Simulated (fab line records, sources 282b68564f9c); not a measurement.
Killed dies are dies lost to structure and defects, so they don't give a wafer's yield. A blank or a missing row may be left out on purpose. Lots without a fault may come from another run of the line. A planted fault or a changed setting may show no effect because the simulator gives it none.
fab line records | flow rit_cmos
record lots=6 wafers=18 last_day=7
route steps=202 shown GATE@79 FOX2@80 M1@202
lots that met no fault: from a run of the same line without faults
start_h: hours from the record's first day to the start of the lot's first wafer shown | wait_h: hours since the lot's step before | " the same as in the row above | L1.1+2: a row that stands for several wafers | - no value, or no start given | * or withheld: withheld | < > ~ a bound
route shown NAME@n: a module of which the file shows steps, and the number in the route of the first | usual: mean/standard deviation of fault-free wafers | same: alike in all rows | chamber/n: place in a boat | sites: the reading at each site | _std_site: their standard deviation | _edge_site: outer sites' mean less inner sites' | radius_mm: how far each site lies from the wafer's centre | mask NAME#n: copy n | behind: the tool/chamber that last shaped the wafer | hold: why the lot was held/for how many hours/how that ended | device: the transistor (n, p or np) that didn't switch | end of line: the same wafers' tests at the end of the route | a step without rows: its recipe alone | killed: dies lost to structure and defects at the first sort, not the wafer's yield | map: a wafer's dies, x killed, . not, _ none there
set.NAME: the setting as run; set.NAME@STEP: as run at that earlier step | model.NAME: the simulator's own value behind a step, which no gauge read
lots at some steps of the route; a table a step, a row a wafer
services: from which hour (start_h, from the record's first day; less than 0 if before it) a tool's chamber was out of use, for how many hours, and why
## steps
# step RIT_GATE_CLEAN_04
# recipe chemistry=dHF dilution=50:1 time_s=60 dry=n2_spin
# step RIT_FOX2_THK_MEAS_91
# recipe reads=SiO2_of_FOX2_OXIDATION_00
# usual FIELD_OXIDE_LEFT_2_THK=254/7.7
# columns lot.wafer tool chamber start_h wait_h FIELD_OXIDE_LEFT_2_THK[nm]
L170.1 film_metro-03 - 39.20 0.0 266
L170.3 " - " " 268
L170.4 " - " " 268
L185.1 film_metro-03 - 114.33 0.0 257
L185.4 " - " " 257
L185.6 " - " " 261
L188.1 film_metro-01 - 129.62 0.0 238
L188.2 " - " " 242
L188.4 " - " " 243
L189.2 film_metro-03 - 134.52 0.0 257
L189.4 " - " " 256
L189.6 " - " " 251
L190.2 film_metro-04 - 139.57 0.0 266
L190.3 " - " " 262
L190.6 " - " " 264
L191.2 film_metro-03 - 147.33 0.0 253
L191.4 " - " " 260
L191.6 " - " " 256
# step RIT_GATE_OXIDATION_05
# recipe temp_c=900 ambient=O2 target_thk_a=30 ox_time_s=270
# step RIT_GATE_ANNEAL_06
# recipe temp_c=900 time_s=600 ambient=N2O
# step RIT_GATE_THK_MEAS_07
# recipe reads=SiO2_of_GATE_OXIDATION_05
# usual GATE_OXIDE_THK=3.02/0.052
# columns lot.wafer tool chamber start_h wait_h GATE_OXIDE_THK[nm]
L170.1 film_metro-01 - 42.91 0.0 3.02
L170.3 " - " " 2.94
L170.4 " - " " 2.93
L185.1 film_metro-01 - 117.64 0.0 2.98
L185.4 " - " " 3.02
L185.6 " - " " 3.05
L188.1 film_metro-03 - 132.49 0.0 3.05
L188.2 " - " " 2.94
L188.4 " - " " 2.93
L189.2 film_metro-03 - 138.52 0.0 3.08
L189.4 " - " " 3.12
L189.6 " - " " 3.09
L190.2 film_metro-04 - 143.73 0.0 2.99
L190.3 " - " " 3.12
L190.6 " - " " 3.02
L191.2 film_metro-03 - 151.90 0.0 3.02
L191.4 " - " " 2.97
L191.6 " - " " 3.04
# step RIT_GATE_CVD_08
# recipe material=poly-Si target_thk_nm=250 temp_c=610 precursor=SiH4 time_s=2220 pressure_mtorr=300 sih4_flow_sccm=97.59
# step RIT_GATE_THK_MEAS_09
# recipe reads=poly-Si_of_GATE_CVD_08
# usual GATE_POLY_THK=243.8/2.2
# columns lot.wafer tool chamber start_h wait_h GATE_POLY_THK[nm]
L170.1 film_metro-03 - 44.59 0.0 243.5
L170.3 " - " " 245.7
L170.4 " - " " 245.8
L185.1 film_metro-01 - 119.32 0.0 244.2
L185.4 " - " " 245.2
L185.6 " - " " 244.6
L188.1 film_metro-01 - 134.17 0.0 244.8
L188.2 " - " " 243.0
L188.4 " - " " 243.3
L189.2 film_metro-04 - 140.20 0.0 246.3
L189.4 " - " " 242.4
L189.6 " - " " 244.3
L190.2 film_metro-03 - 145.40 0.0 242.7
L190.3 " - " " 244.1
L190.6 " - " " 243.5
L191.2 film_metro-04 - 153.57 0.0 239.5
L191.4 " - " " 238.4
L191.6 " - " " 239.8
# step RIT_GATE_HMDS_10
# recipe prime_time_s=60 prime_temp_c=140
# step RIT_GATE_COAT_11
# recipe resist=NOVOLAK spin_rpm=4250 resist_thk_nm=850
# step RIT_GATE_SOFTBAKE_12
# recipe resist=NOVOLAK temp_c=90 time_s=60
# step RIT_GATE_EXPOSE_13
# recipe mask_id=M6 na=0.6 source_shape=conventional sigma_outer=0.6 target_cd_nm=150 dose_mj=380
# step RIT_GATE_PEB_14
# recipe resist=NOVOLAK temp_c=withheld time_s=withheld
# step RIT_GATE_DEVELOP_15
# recipe resist=NOVOLAK develop_time_s=50 dev_temp_c=23
# usual chill_plate_temp_C=22.99/0.12
# columns lot.wafer tool chamber start_h wait_h chill_plate_temp_C
L170.1 litho_track-04 0 45 - 23.19
L170.3 " 0 " " 23.08
L170.4 " 0 " " 23.04
L185.1 litho_track-03 0 120 - 22.88
L185.4 " 0 " " 22.97
L185.6 " 0 " " 22.97
L188.1 litho_track-04 0 134 - 22.83
L188.2 " 0 " " 22.85
L188.4 " 0 135 - 22.78
L189.2 litho_track-03 0 141 - 22.98
L189.4 " 0 " " 23.01
L189.6 " 0 " " 23.03
L190.2 litho_track-02 0 146 - 23.07
L190.3 " 0 " " 23.14
L190.6 " 0 " " 23.18
L191.2 litho_track-03 0 154 - 22.89
L191.4 " 0 " " 22.92
L191.6 " 0 " " 22.94
# step RIT_GATE_OVL_MEAS_17
# usual GATE_OVL=0.3/1.6
# columns lot.wafer tool chamber start_h wait_h GATE_OVL[nm]
L170.1 overlay-02 - 45.83 0.1 1.0
L170.3 " - " " 0.8
L170.4 " - " " 0.5
L185.1 overlay-02 - 120.35 0.1 2.0
L185.4 " - " " 0.7
L185.6 " - " " 0.1
L188.1 overlay-02 - 135.20 0.1 0.3
L188.2 " - " " -1.4
L188.4 " - " " 1.2
L189.2 overlay-01 - 141.35 0.1 0.0
L189.4 " - " " -0.6
L189.6 " - " " -0.5
L190.2 overlay-02 - 146.56 0.1 0.1
L190.3 " - " " 3.1
L190.6 " - " " 1.9
L191.2 overlay-02 - 154.73 0.1 0.6
L191.4 " - " " -0.8
L191.6 " - " " -1.9
# step RIT_GATE_HARDBAKE_18
# recipe resist=NOVOLAK temp_c=140 time_s=60
# step RIT_GATE_ETCH_19
# recipe chemistry=SF6/CHF3/O2 time_s=165 SF6_flow_sccm=30 CHF3_flow_sccm=30 O2_flow_sccm=5 target=poly-Si pressure_mtorr=40 rf_w=160 target_depth_a=3125 over_etch_frac=0.25 stop_on=SiO2
# usual drypump_motor_current_A=5.8/0.37 oes_product_au=0.838/0.014 throttle_valve_pct=10.24/0.15
# same over_etch_frac=0.25
# columns lot.wafer tool chamber start_h wait_h drypump_motor_current_A oes_product_au rf_hours_counter_h throttle_valve_pct
L170.1 rie_si-01 2 46.06 0.1 6.4 0.842 1 10.18
L170.3 " 1 " " 6.3 0.818 61 10.16
L170.4 " 3 " " 5.6 0.826 144 10.08
L185.1 rie_si-02 1 120.54 0.1 5.5 0.841 87 10.02
L185.4 " 3 " " 5.3 0.849 91 10.26
L185.6 " 3 " " 5.3 0.851 - 10.24
L188.1 rie_si-01 2 135.39 0.1 6.4 0.836 1 10.15
L188.2 " 0 " " 5.7 0.832 52 10.46
L188.4 " 0 " " 5.6 0.834 - 10.45
L189.2 rie_si-02 1 141.53 0.1 5.6 0.828 87 10.02
L189.4 " 2 " " 5.6 0.843 26 10.37
L189.6 " 0 " " 5.8 0.845 - 10.37
L190.2 rie_si-01 0 146.74 0.1 5.7 0.833 52 10.46
L190.3 " 1 " " 6.3 0.828 62 10.17
L190.6 " 1 " " 6.3 0.823 - 10.16
L191.2 rie_si-02 3 154.91 0.1 5.3 0.833 91 10.25
L191.4 " 1 " " 5.5 0.825 87 10.02
L191.6 " 3 " " 5.3 0.840 - 10.25
# step RIT_GATE_STRIP_20
# recipe chemistry=O2 time_s=180 resist=NOVOLAK platen_temp_c=withheld power_w=500 pressure_mtorr=4000 o2_flow_sccm=4000
# usual drypump_motor_current_A=5.6/0.36
# columns lot.wafer tool chamber start_h wait_h drypump_motor_current_A rf_hours_counter_h
L170.1 plasma_asher-03 0 46.17 0.1 5.5 39
L170.3 " 1 " " 5.2 -
L170.4 " 0 " " 5.5 -
L185.1 plasma_asher-03 1 120.64 0.1 5.2 0
L185.4 " 0 " " 5.6 -
L185.6 " 0 " " 5.5 -
L188.1 plasma_asher-03 1 135.49 0.1 5.2 2
L188.2 " 0 " " 5.5 2
L188.4 " 1 " " 5.2 -
L189.2 plasma_asher-03 1 141.64 0.1 5.2 2
L189.4 " 1 " " 5.2 -
L189.6 " 0 " " 5.5 -
L190.2 plasma_asher-02 1 146.84 0.1 5.8 52
L190.3 " 1 " " 5.8 -
L190.6 " 1 " " 5.8 -
L191.2 plasma_asher-01 1 155.01 0.1 5.5 52
L191.4 " 1 " " 5.5 -
L191.6 " 1 " " 5.6 -
# step RIT_M1_PROBE_99
# usual killed_at_front_end=7/3 killed_dies=7/3.1 killed_on_rim=1.8/1.4 killed_open=3.4/2.1 killed_short=3.4/2
# same gross_dies=264 killed_at_M0_to_M3=0 killed_at_M4_up=0 killed_at_back_side=0 killed_at_contacts=0 killed_at_other=0
# columns lot.wafer tool chamber start_h wait_h killed_at_front_end killed_dies killed_on_rim killed_open killed_short
L170.1 prober-02 - 69.25 0.1 5 5 3 2 3
L170.3 prober-02 - 69.35 0.2 8 8 2 5 3
L170.4 prober-02 - 69.40 0.2 2 2 0 1 1
L189.2 prober-01 - 163.04 0.1 262 262 68 3 2
L189.4 prober-01 - 163.14 0.2 260 260 66 0 3
L189.6 prober-01 - 163.24 0.2 260 260 67 3 5
L190.2 prober-02 - 168.47 0.1 7 7 0 3 4
L190.3 prober-02 - 168.52 0.2 13 13 4 5 8
L190.6 prober-02 - 168.67 0.2 10 10 3 8 2
L191.2 prober-01 - 175.42 0.1 262 262 69 1 2
L191.4 prober-01 - 175.52 0.2 255 255 64 7 2
L191.6 prober-01 - 175.62 0.2 258 258 64 3 3
# killed by level:class
L170.1 GATE:geometric_particle:open=2 GATE:geometric_particle:short=2 REOX:geometric_particle:short=1
L170.3 GATE:geometric_particle:open=2 REOX:geometric_particle:open=2 GATE:geometric_particle:short=1 REOX:geometric_particle:short=1 SPACER:geometric_particle:short=1 SPACER:geometric_particle:open=1
L170.4 SPACER:geometric_particle:open=1 SPACER:geometric_particle:short=1
L189.2 GATE:area_develop=257 FOX2:geometric_particle:short=1 GATE:geometric_particle:short=1 GATE:geometric_particle:open=1 REOX:geometric_particle:open=1 SPACER:geometric_particle:open=1
L189.4 GATE:area_develop=257 FOX2:geometric_particle:short=1 GATE:geometric_particle:short=1 SPACER:geometric_particle:short=1
L189.6 GATE:area_develop=252 GATE:geometric_particle:open=2 FOX1:geometric_particle:open=1 FOX2:geometric_particle:short=1 GATE:geometric_particle:short=1 REOX:geometric_particle:short=1 SPACER:geometric_particle:short=1 SILICIDE:geometric_particle:short=1
L190.2 REOX:geometric_particle:open=2 FOX1:geometric_particle:short=1 GATE:geometric_particle:open=1 GATE:geometric_particle:short=1 REOX:geometric_particle:short=1 SILICIDE:geometric_particle:short=1
L190.3 GATE:geometric_particle:short=3 REOX:geometric_particle:short=3 GATE:geometric_particle:open=2 REOX:geometric_particle:open=2 FOX1:geometric_particle:short=1 SILICIDE:geometric_particle:short=1 SILICIDE:geometric_particle:open=1
L190.6 GATE:geometric_particle:open=4 FOX1:geometric_particle:open=2 REOX:geometric_particle:short=1 REOX:geometric_particle:open=1 SPACER:geometric_particle:short=1 SILICIDE:geometric_particle:open=1
L191.2 GATE:area_develop=259 GATE:geometric_particle:short=2 SPACER:geometric_particle:open=1
L191.4 GATE:area_develop=246 SPACER:geometric_particle:open=4 FOX1:geometric_particle:open=2 GATE:geometric_particle:short=2 GATE:geometric_particle:open=1
L191.6 GATE:area_develop=252 GATE:geometric_particle:short=3 FOX1:geometric_particle:open=1 GATE:geometric_particle:open=1 REOX:geometric_particle:open=1
# map L189.2 (x killed, . not)
________xxxx.xx_______
_____xxxxxxxxxxxx.____
____xxxxxxxxxxxxxxx___
___xxxxxxxxxxxxxxxxx__
__xxxxxxxxxxxxxxxxxxx_
__xxxxxxxxxxxxxxxxxxx_
_xxxxxxxxxxxxxxxxxxxxx
_xxxxxxxxxxxxxxxxxxxxx
_xxxxxxxxxxxxxxxxxxxxx
_xxxxxxxxxxxxxxxxxxxxx
__xxxxxxxxxxxxxxxxxxx_
__xxxxxxxxxxxxxxxxxxx_
___xxxxxxxxxxxxxxxxx__
____xxxxxxxxxxxxxxx___
_____xxxxxxxxxxxxx____
________xxxxxxx_______
# map L191.2 (x killed, . not)
________xxxxxxx_______
_____xxxxxxxxxxxxx____
____xxxxxxxxxxxxxxx___
___xxxxxxxxxxxxxx.x.__
__xxxxxxxxxxxxxxxxxxx_
__xxxxxxxxxxxxxxxxxxx_
_xxxxxxxxxxxxxxxxxxxxx
_xxxxxxxxxxxxxxxxxxxxx
_xxxxxxxxxxxxxxxxxxxxx
_xxxxxxxxxxxxxxxxxxxxx
__xxxxxxxxxxxxxxxxxxx_
__xxxxxxxxxxxxxxxxxxx_
___xxxxxxxxxxxxxxxxx__
____xxxxxxxxxxxxxxx___
_____xxxxxxxxxxxxx____
________xxxxxxx_______
## services
# columns tool chamber start_h hours kind
rie_si-02 0 29.70 3.4 repair
rie_si-01 1 77.24 2.1 repair
rie_si-02 3 96.25 3.9 repair
rie_si-01 0 104.45 7.1 repair
plasma_asher-03 - 108.75 9.0 pm
plasma_asher-03 0 108.75 9.0 vent_cycle
plasma_asher-03 1 108.75 9.0 vent_cycle
plasma_asher-03 0 117.75 - clean
plasma_asher-03 1 117.75 - clean
plasma_asher-02 - 128.20 0.5 repair
plasma_asher-03 - 138.30 0.8 repair
plasma_asher-03 - 142.61 4.9 repair
rie_si-02 - 142.67 10.4 repair
plasma_asher-02 - 154.47 3.4 repair
## key
first_sign step=RIT_M1_PROBE_99 reading=killed_at_front_end direction=up sigmas=83 usual=7 struck=260
effect step=RIT_M1_PROBE_99 reading=killed_dies direction=up sigmas=82 usual=7 struck=260
more_kills_born_at RIT_GATE_DEVELOP_15@litho_track-03=1524
met_at RIT_GATE_DEVELOP_15
struck_wafers L189.2,L189.4,L189.6,L191.2,L191.4,L191.6
later_rows_left_out L189.2,L189.4,L189.6,L191.2,L191.4,L191.6
tester_left_out L189,L191
loop_trim step=RIT_GATE_EXPOSE_13 setting=dose lots=L191
onset_between 120 141
also_fits RIT_GATE_ETCH_19:rie_si-02
fault kind=process_parameter_drift tool=litho_track-03 chamber=- onset_h=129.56 steps=RIT_GATE_DEVELOP_15 channel=develop_time_s offset=* shape=step end_h=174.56 acts_in=* stated=*
# tester_left_out: of these lots the tester's yield and bins aren't shown, on N5 and GAA mostly nor the transistor test; their killed dies are dies lost to structure and defects alone, not to doping, threshold or leakage, so they don't give the yield
# later_rows_left_out: the simulator's readings of these wafers behind a module that went badly wrong aren't trusted and aren't shown, but for the sort
# loop_trim: a control loop set the setting to another value than it would have without faults
